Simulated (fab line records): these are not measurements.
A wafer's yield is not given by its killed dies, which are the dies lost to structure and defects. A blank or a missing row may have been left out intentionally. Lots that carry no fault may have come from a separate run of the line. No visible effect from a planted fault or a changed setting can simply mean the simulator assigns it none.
Chamber matching	flow berkeley cmos170	UCB170_SPACER_ETCHBACK_03 on rie diel-04 has 4 sister chambers
The step etches SiO2 in CHF3/CF4/Ar, stops on Si, target depth 376 nm, time 100 s. 7 wafers are shown with their chamber, then 7 later ones without.

== WAFERS PAIRED WITH THEIR CHAMBERS ==
wafer	chamber	throttle valve pct (%)	oes product au (a.u.)
L594.6	3	6.56	0.879
L595.6	2	6.53	0.908
L599.1	1	6.44	0.901
L599.3	0	6.37	0.906
L599.6	1	6.44	0.909
L596.1	2	6.53	0.900
L596.2	0	6.38	0.916

== WAFERS WHOSE CHAMBER IS MISSING ==
wafer	throttle valve pct (%)	oes product au (a.u.)
L596.6	6.58	0.910
L601.3	6.45	0.890
L601.4	6.57	0.896
L601.5	6.58	0.897
L610.2	6.38	0.894
L610.3	6.57	0.908
L610.6	6.58	0.898

== WHICH CHAMBER EACH WENT THROUGH ==
wafer	from the rows above	in truth
L596.6	3	3
L601.3	1	1
L601.4	3	3
L601.5	3	3
L610.2	0	0
L610.3	3	3
L610.6	3	3
7 of 7 placed correctly. Can't be placed from these rows: 0. Number placed wrongly: 0.
How it was worked out, from the rows above alone: a wafer's distance from a chamber is the root of the sum, over the readings, of the square of ((its reading less the chamber's mean) divided by the reading's scatter). The wafer belongs to the nearest chamber; if the next one is less than 2 further off, it can't be placed. The mean given for a chamber averages the wafers shown for that chamber. The scatter: take each reading less its chamber's mean, square it, sum over the shown wafers, divide by the number of wafers less the number of chambers, and take the root.
